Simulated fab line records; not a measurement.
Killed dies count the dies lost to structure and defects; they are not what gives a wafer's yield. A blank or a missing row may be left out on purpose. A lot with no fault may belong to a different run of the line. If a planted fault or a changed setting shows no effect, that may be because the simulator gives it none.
fab line records	flow rit_cmos
[record] lots = 11	wafers = 33	last_day = 7
route steps=202 shown ACTIVE@4
lots that met no fault: taken from a fault-free run of the same line
start_h: hours from the record's first day to the start of the lot's first wafer shown	wait_h: hours from the lot's prior step to this one	" as in the row above	L1.1+2: several wafers, shown together as one row	- either no value or no given start	* or withheld: withheld	< > ~ a bound
route shown NAME@n: NAME is a module with steps in the file, n the number in the route of the first one	usual: mean and standard deviation over wafers with no fault	same: alike in all rows	chamber/n: place in a boat	sites: readings site by site	_std_site: standard deviation of those values	_edge_site: outer sites' mean less inner sites'	radius_mm: how far each site lies from the wafer's centre	mask NAME#n: copy n	behind: the tool/chamber that last shaped the wafer	hold: what put the lot on hold/how long, in hours/how the hold closed	device: whichever transistor did not switch (one of n, p or np)	end of line: at the end of the route, the tests of the same wafers	for a step that has no rows: nothing shown but its recipe	killed: count of dies lost to structure and defects at first sort (not the wafer's yield)	map: the dies of a wafer, with x for killed, . for not killed, _ for no die there
set.NAME: the setting the step ran with; set.NAME@STEP: the setting that earlier step ran with	model.NAME: the simulator's own value behind a step, which no gauge read
one table for each step of the route and one row for each wafer, over a sample of lots
services: a tool's chamber out of use, with start hour (start_h, from the record's first day; less than 0 if before it), hours out, and reason
[[steps]]
[step RIT_ACTIVE_CVD_03]
[recipe] material = Si3N4	target_thk_nm = 150	temp_c = 810	precursor = SiH2Cl2/NH3	time_s = 1500	pressure_mtorr = 300	sih2cl2_flow_sccm = 60	nh3_flow_sccm = 150
[usual] spike_tc_centre_C = 811.9/1.5	spike_tc_load_C = 833.3/2.2	spike_tc_source_C = 831.6/2.2	susceptor_temp_C = 810.0/0.37	zone_power_source_pct = 20.2/2.2
[same] time_s = 1500
lot.wafer	tool	chamber	start_h	wait_h	spike_tc_centre_C	spike_tc_load_C	spike_tc_source_C	susceptor_temp_C	zone_power_source_pct
L995.3	lpcvd-02	1	12.11	0.0	812.9	832.7	835.5	810.0	19.8
L995.4	"	1	"	"	809.3	832.8	834.6	810.4	19.7
L995.5	"	1	"	"	810.5	834.9	833.8	810.7	20.2
L996.1	lpcvd-02	1	17.11	0.1	812.6	833.8	832.4	810.2	20.0
L996.3	"	1	"	"	810.7	834.4	834.8	810.1	19.8
L996.4	"	1	"	"	810.1	834.8	832.8	810.6	20.1
L998.2	lpcvd-02	0	27.11	0.0	813.8	835.5	832.2	809.6	21.8
L998.3	"	0	"	"	815.1	835.7	831.6	809.9	22.1
L998.5	"	0	"	"	812.5	836.3	830.3	810.2	22.4
L999.1	lpcvd-01	1	32.11	0.1	811.3	830.1	829.5	810.0	17.6
L999.2	"	1	"	"	811.0	830.8	830.5	810.1	17.4
L999.6	"	1	"	"	810.3	829.4	827.9	810.0	17.5
L102.1	lpcvd-02	0	48.83	0.1	800.2	822.0	818.9	796.3	21.8
L102.5	"	0	"	"	800.6	822.0	818.2	796.2	21.2
L102.6	"	0	"	"	798.9	823.6	819.4	795.8	21.3
L107.2	lpcvd-01	0	72.11	0.0	814.6	835.2	832.6	810.1	23.8
L107.3	"	0	"	"	813.9	834.7	831.3	810.2	23.4
L107.6	"	0	"	"	814.2	835.7	831.2	809.8	23.8
L109.3	lpcvd-01	1	82.11	0.0	813.2	831.0	830.2	809.6	17.6
L109.4	"	1	"	"	809.6	830.4	830.0	809.8	17.4
L109.5	"	1	"	"	811.3	830.2	829.8	809.3	17.7
L110.1	lpcvd-01	1	87.11	0.1	810.3	831.1	829.5	810.3	17.5
L110.2	"	1	"	"	813.5	830.0	827.5	810.1	17.8
L110.3	"	1	"	"	810.6	830.4	830.0	810.9	17.5
L112.1	lpcvd-01	1	97.11	0.1	811.1	830.6	831.8	810.1	17.6
L112.3	"	1	"	"	812.1	831.5	829.8	810.1	17.8
L112.5	"	1	"	"	810.1	829.8	830.9	809.7	17.7
L114.1	lpcvd-01	1	107.11	0.1	811.3	830.6	830.2	810.1	17.8
L114.2	"	1	"	"	810.3	830.4	830.3	810.1	17.6
L114.4	"	1	"	"	810.3	830.2	829.4	809.8	17.5
L118.2	lpcvd-01	1	127.70	0.0	810.2	831.5	829.2	810.0	17.7
L118.4	"	1	"	"	811.5	830.6	829.1	809.2	17.5
L118.5	"	1	"	"	811.0	831.1	830.8	809.3	17.4
[step RIT_ACTIVE_THK_MEAS_04]
[recipe] reads = Si3N4_of_ACTIVE_CVD_03
[usual] ACTIVE_NITRIDE_THK = 150.1/1.3
lot.wafer	tool	chamber	start_h	wait_h	ACTIVE_NITRIDE_THK[nm]
L995.3	film_metro-03	-	13.55	0.0	149.6
L995.4	"	-	"	"	150.5
L995.5	"	-	"	"	149.0
L996.1	film_metro-03	-	18.53	0.0	149.4
L996.3	"	-	"	"	149.8
L996.4	"	-	"	"	149.1
L998.2	film_metro-01	-	28.54	0.0	147.9
L998.3	"	-	"	"	147.8
L998.5	"	-	"	"	148.8
L999.1	film_metro-02	-	33.53	0.0	151.1
L999.2	"	-	"	"	150.2
L999.6	"	-	"	"	150.5
L102.1	film_metro-02	-	50.25	0.0	116.6
L102.5	"	-	"	"	116.4
L102.6	"	-	"	"	117.6
L107.2	film_metro-02	-	73.54	0.0	151.6
L107.3	"	-	"	"	149.0
L107.6	"	-	"	"	150.9
L109.3	film_metro-02	-	83.55	0.0	148.7
L109.4	"	-	"	"	149.5
L109.5	"	-	"	"	148.0
L110.1	film_metro-02	-	88.53	0.0	151.7
L110.2	"	-	"	"	152.0
L110.3	"	-	"	"	150.7
L112.1	film_metro-01	-	98.53	0.0	152.2
L112.3	"	-	"	"	151.9
L112.5	"	-	"	"	151.9
L114.1	film_metro-01	-	108.53	0.0	151.1
L114.2	"	-	"	"	150.4
L114.4	"	-	"	"	148.7
L118.2	film_metro-02	-	129.13	0.0	149.9
L118.4	"	-	"	"	150.2
L118.5	"	-	"	"	150.6
[step RIT_ACTIVE_ETCH_13]
[recipe] stop_on = SiO2	chemistry = SF6	target = Si3N4	time_s = 210	over_etch_frac = 0.4	SF6_flow_sccm = 200	pressure_mtorr = 260	rf_w = 125	target_depth_a = 2100
[usual] drypump_motor_current_A = 5.8/0.49	oes_product_au = 0.830/0.015	throttle_valve_pct = 7.46/0.11
[same] time_s = 210
lot.wafer	tool	chamber	start_h	wait_h	drypump_motor_current_A	oes_product_au	rf_hours_counter_h	throttle_valve_pct
L995.3	rie_diel-03	2	14.83	0.1	6.2	0.801	11	7.42
L995.4	"	0	"	"	5.1	0.828	53	7.49
L995.5	"	1	"	"	5.4	0.838	-	7.47
L996.1	rie_diel-02	3	19.83	0.1	6.4	0.816	162	7.65
L996.3	"	0	"	"	5.3	0.822	29	7.60
L996.4	"	2	"	"	6.4	0.842	36	7.41
L998.2	rie_diel-01	0	29.83	0.1	6.6	0.806	101	7.32
L998.3	"	2	"	"	5.5	0.834	1	7.29
L998.5	"	3	"	"	5.5	0.817	-	7.46
L999.1	rie_diel-02	0	34.83	0.1	5.3	0.827	29	7.59
L999.2	"	3	"	"	6.3	0.818	162	7.65
L999.6	"	1	"	"	5.7	0.852	-	7.48
L102.1	rie_diel-02	3	51.55	0.1	6.3	0.715	163	7.63
L102.5	"	0	"	"	5.3	0.730	-	7.58
L102.6	"	3	"	"	6.4	0.711	-	7.65
L107.2	rie_diel-01	3	74.83	0.1	5.5	0.822	48	7.45
L107.3	"	0	"	"	6.6	0.814	102	7.36
L107.6	"	3	"	"	5.5	0.814	-	7.45
L109.3	rie_diel-01	1	84.83	0.1	5.3	0.833	129	7.56
L109.4	"	2	"	"	5.4	0.836	2	7.30
L109.5	"	2	"	"	5.4	0.827	-	7.29
L110.1	rie_diel-02	1	89.71	0.1	5.7	0.864	141	7.47
L110.2	"	0	"	"	5.3	0.832	30	7.60
L110.3	"	2	"	"	6.4	0.851	37	7.41
L112.1	rie_diel-03	0	99.94	0.1	5.2	0.830	54	7.50
L112.3	"	3	"	"	5.9	0.847	133	7.28
L112.5	"	1	"	"	5.4	0.846	-	7.47
L114.1	rie_diel-02	2	109.83	0.1	6.4	0.843	38	7.41
L114.2	"	1	"	"	5.7	0.856	142	7.48
L114.4	"	1	"	"	5.7	0.848	-	7.47
L118.2	rie_diel-03	3	130.30	0.1	5.8	0.835	134	7.27
L118.4	"	0	"	"	5.2	0.825	55	7.50
L118.5	"	0	"	"	5.2	0.837	-	7.48
[[services]]
tool	chamber	start_h	hours	kind
lpcvd-02	-	20.69	6.0	pm
rie_diel-02	0	35.11	6.2	repair
rie_diel-01	2	63.80	7.4	repair
rie_diel-02	3	83.26	-	clean
rie_diel-02	3	83.26	29.2	scheduled_down
rie_diel-02	3	83.26	29.2	vent_cycle
rie_diel-03	-	90.50	2.8	pm
rie_diel-03	-	94.52	0.1	repair
rie_diel-03	3	116.70	11.5	repair
[[key]]
[first_sign] step = RIT_ACTIVE_CVD_03	reading = susceptor_temp_C	direction = down	sigmas = 38	usual = *	struck = *
[effect] step = RIT_ACTIVE_CVD_03	reading = spike_tc_centre_C	direction = down	sigmas = 7.9	usual = 811.9	struck = 799.9
[effect] step = RIT_ACTIVE_THK_MEAS_04	reading = ACTIVE_NITRIDE_THK	direction = down	sigmas = 26	usual = 150.1	struck = 116.9
[effect] step = RIT_ACTIVE_ETCH_13	reading = oes_product_au	direction = down	sigmas = 7.7	usual = 0.830	struck = 0.719
met_at RIT_ACTIVE_CVD_03
struck_lots L102
struck_wafers L102.1,L102.5,L102.6
tester_left_out L102
onset_between 27.11 48.83
[fault] kind = process_parameter_drift	tool = lpcvd-02	chamber = 0	onset_h = 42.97	steps = RIT_ACTIVE_CVD_03	channel = temp_c	offset = *	shape = step	end_h = 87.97	acts_in = *	stated = *
// tester_left_out: of these lots the tester's yield and bins aren't shown, on N5 and GAA mostly nor the transistor test; their killed dies are dies lost to structure and defects alone, not to doping, threshold or leakage, so they don't give the yield
